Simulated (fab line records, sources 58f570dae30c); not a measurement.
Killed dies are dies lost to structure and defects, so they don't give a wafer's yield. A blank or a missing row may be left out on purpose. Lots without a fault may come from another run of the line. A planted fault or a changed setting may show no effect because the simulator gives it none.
Chamber matching | flow berkeley_cmos170 | UCB170_GATE_ETCH_15 on rie_si-02: 4 sister chambers
The step etches poly-Si in HBr/Cl2, stops on SiO2, time 56.3 s, target depth 278.2 nm. 16 wafers are shown with their chamber, then 8 later ones without.

WAFERS WITH THEIR CHAMBER
wafer  | chamber | throttle_valve_pct (%) | drypump_motor_current_A (A) | oes_product_au (a.u.)
L235.1 | 1       | 26.72                  | 5.6                         | 0.804
L235.5 | 2       | 26.14                  | 5.2                         | 0.833
L235.6 | 3       | 26.56                  | 6.2                         | 0.812
L238.1 | 3       | 26.56                  | 6.2                         | 0.810
L238.3 | 1       | 26.72                  | 5.7                         | 0.820
L238.4 | 0       | 26.37                  | 5.7                         | 0.841
L240.1 | 1       | 26.71                  | 5.7                         | 0.813
L240.4 | 0       | 26.38                  | 5.7                         | 0.835
L240.6 | 0       | 26.38                  | 5.8                         | 0.841
L241.1 | 1       | 26.72                  | 5.6                         | 0.797
L241.3 | 3       | 26.58                  | 6.2                         | 0.801
L241.6 | 2       | 26.15                  | 5.2                         | 0.824
L243.1 | 2       | 26.15                  | 5.2                         | 0.831
L243.5 | 2       | 26.15                  | 5.2                         | 0.826
L243.6 | 3       | 26.56                  | 6.2                         | 0.811
L249.1 | 0       | 26.38                  | 5.7                         | 0.840

SIGNATURES (means of the wafers above)
reading                 | chamber 0 | chamber 1 | chamber 2 | chamber 3 | scatter within a chamber
throttle_valve_pct      | 26.3775   | 26.7175   | 26.1475   | 26.5650   | 0.00661
drypump_motor_current_A | 5.725     | 5.650     | 5.200     | 6.200     | 0.0382
oes_product_au          | 0.83925   | 0.80850   | 0.82850   | 0.80850   | 0.00619
Rule: a wafer's distance from a chamber is the root of the sum, over the readings, of the square of ((its reading less the chamber's mean) divided by the reading's scatter). The wafer belongs to the nearest chamber; if the next one is less than 2 further off, it can't be placed. The scatter: the root of (the sum of the squares of (reading less its chamber's mean) over the shown wafers, divided by (wafers less chambers)).

WAFERS WITHOUT THEIR CHAMBER
wafer  | throttle_valve_pct (%) | drypump_motor_current_A (A) | oes_product_au (a.u.)
L249.5 | 26.56                  | 6.2                         | 0.808
L249.6 | 26.15                  | 5.2                         | 0.828
L253.1 | 26.38                  | 5.8                         | 0.841
L253.2 | 26.58                  | 5.7                         | 0.832
L253.3 | 26.54                  | 6.2                         | 0.813
L258.4 | 26.39                  | 5.8                         | 0.848
L258.5 | 26.14                  | 5.2                         | 0.840
L258.6 | 26.56                  | 6.2                         | 0.812

WHICH CHAMBER EACH WENT THROUGH
wafer  | from the rows above | in truth
L249.5 | 3                   | 3
L249.6 | 2                   | 2
L253.1 | 0                   | 0
L253.2 | 3                   | 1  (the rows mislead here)
L253.3 | 3                   | 3
L258.4 | 0                   | 0
L258.5 | 2                   | 2
L258.6 | 3                   | 3
Placed correctly: 7 of 8. Can't be placed from these rows: 0. Placed wrongly: 1.
